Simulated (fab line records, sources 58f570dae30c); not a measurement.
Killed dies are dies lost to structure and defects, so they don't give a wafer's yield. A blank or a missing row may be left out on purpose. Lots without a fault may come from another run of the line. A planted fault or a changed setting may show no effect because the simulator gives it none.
Chamber matching | flow berkeley_cmos170 | UCB170_GATE_ETCH_15 on rie_si-02: 4 sister chambers
The step etches poly-Si in HBr/Cl2, stops on SiO2, time 56.3 s, target depth 278.2 nm. 8 wafers are shown with their chamber, then 7 later ones without.

WAFERS WITH THEIR CHAMBER
wafer  | chamber | throttle_valve_pct (%) | drypump_motor_current_A (A)
L103.1 | 2       | 26.28                  | 5.3
L106.3 | 2       | 26.28                  | 5.4
L106.5 | 1       | 26.21                  | 5.7
L110.6 | 0       | 26.57                  | 5.5
L112.1 | 0       | 26.58                  | 5.5
L112.2 | 1       | 26.22                  | 5.7
L114.4 | 3       | 26.56                  | 6.1
L114.5 | 3       | 26.57                  | 6.1

WAFERS WITHOUT THEIR CHAMBER
wafer  | throttle_valve_pct (%) | drypump_motor_current_A (A)
L114.6 | 26.31                  | 5.3
L115.2 | 26.29                  | 5.3
L115.3 | 26.22                  | 5.7
L115.6 | 26.28                  | 5.3
L124.1 | 26.57                  | 6.1
L124.4 | 26.29                  | 5.3
L124.5 | 26.58                  | 5.5

WHICH CHAMBER EACH WENT THROUGH
wafer  | from the rows above | in truth
L114.6 | 2                   | 2
L115.2 | 2                   | 2
L115.3 | 1                   | 1
L115.6 | 2                   | 2
L124.1 | 3                   | 3
L124.4 | 2                   | 2
L124.5 | 0                   | 0
Placed correctly: 7 of 7. Can't be placed from these rows: 0. Placed wrongly: 0.
How it was worked out, from the rows above alone: a wafer's distance from a chamber is the root of the sum, over the readings, of the square of ((its reading less the chamber's mean) divided by the reading's scatter). The wafer belongs to the nearest chamber; if the next one is less than 2 further off, it can't be placed. A chamber's mean is the mean of its shown wafers. The scatter: the root of (the sum of the squares of (reading less its chamber's mean) over the shown wafers, divided by (wafers less chambers)).
